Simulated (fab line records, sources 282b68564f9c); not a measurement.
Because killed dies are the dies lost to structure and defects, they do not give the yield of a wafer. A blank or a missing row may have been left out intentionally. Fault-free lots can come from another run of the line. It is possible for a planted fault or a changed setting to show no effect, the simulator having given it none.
Which tool was responsible?    flow rit cmos    36 wafers from 12 lots sampled at 2 of the route's 202 steps

WHAT THE GAUGES SHOWED, per wafer
RIT_GATE_OVL_MEAS_17.
lot   measured     on          GATE_OVL (nm)
L768  day 2 12:02  overlay-02  -5.1 -3.0 -2.9
L769  day 2 19:24  overlay-01  -0.9 -2.6 0.6
L770  day 2 22:32  overlay-02  -2.7 -1.0 -2.8
L771  day 3 03:37  overlay-02  -2.0 -0.1 0.0
L772  day 3 09:54  overlay-01  1.0 0.2 1.5
L773  day 3 17:50  overlay-02  0.9 -0.5 -0.7
L775  day 4 01:44  overlay-01  -1.7 -0.4 -0.5
L780  day 5 04:50  overlay-02  239.8 239.3 238.6
L781  day 5 05:59  overlay-02  240.6 239.7 240.4
L785  day 6 06:50  overlay-02  -1.4 2.3 -1.6
L788  day 6 22:05  overlay-01  -0.2 -3.7 0.4
L790  day 7 07:19  overlay-01  -0.1 0.3 2.4

WHAT TOOL EACH LOT RAN ON (gives the tool, then ch and the chambers of the sampled wafers, and finally the start)
lot   RIT_GATE_EXPOSE_13
L768  iline stepper-02 ch 0, day 2 11:33
L769  iline stepper-02 ch 0, day 2 18:54
L770  iline stepper-02 ch 0, day 2 22:01
L771  iline stepper-01 ch 0, day 3 03:05
L772  iline stepper-02 ch 0, day 3 09:22
L773  iline stepper-02 ch 0, day 3 17:13
L775  iline stepper-02 ch 0, day 4 01:14
L780  iline stepper-01 ch 0, day 5 04:20
L781  iline stepper-01 ch 0, day 5 05:29
L785  iline stepper-02 ch 0, day 6 06:20
L788  iline stepper-02 ch 0, day 6 21:34
L790  iline stepper-02 ch 0, day 7 06:47
- RIT_GATE_EXPOSE_13: exposes mask M6, target cd 150 nm.

AS READ BY THE TOOLS THEMSELVES (means over the sampled wafers that have a number; for cases with no such wafer, the mark the record gives instead)
The record holds no such reading with a usual standard deviation.

THE ANSWER, worked out from the rows above alone
Rule: usual is defined by the lots themselves. Put in order of their means at a reading, lots are off if they are a third of the lots or fewer, leave a main group of 4 or more, and stand apart from it by a gap of 3 or more times the standard deviation of the main group's means; of several such gaps the widest counts. The tables above print the reading to a certain number of digits; a main group whose means all agree to those digits is not used. A lot without any number at a reading at which 4 lots or more have one is off too. The other lots that the step has rows for count as sound. The gauges are gone through in route order, then the tools' own readings, and for those a lot's mean is taken as printed above. The first step at which some lot is off is used, and at that step the reading that is off furthest; a lot without a number counts as furthest.
Off: L780, L781, at RIT_GATE_OVL_MEAS_17 (GATE_OVL). For the main group the mean is -0.8 nm and the standard deviation 1.3.
If a tool, at a process step before that reading, ran all the lots that are off and no sound lot after the first of them, it fits. The gauges at RIT_GATE_OVL_MEAS_17 are tried like those tools. One candidate fits, namely iline stepper-01 at RIT_GATE_EXPOSE_13. A fault onset in the window from L771 (day 3 03:05, its last sound lot) to L780 (day 5 04:20, its first lot off) fits.

WHAT THE SIMULATOR HAD INSERTED
Scanner matching overlay: iline stepper-01, from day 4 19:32 on, at RIT_GATE_EXPOSE_13. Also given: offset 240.
Struck lots among those shown: L780, L781. The rule above reached the same finding.
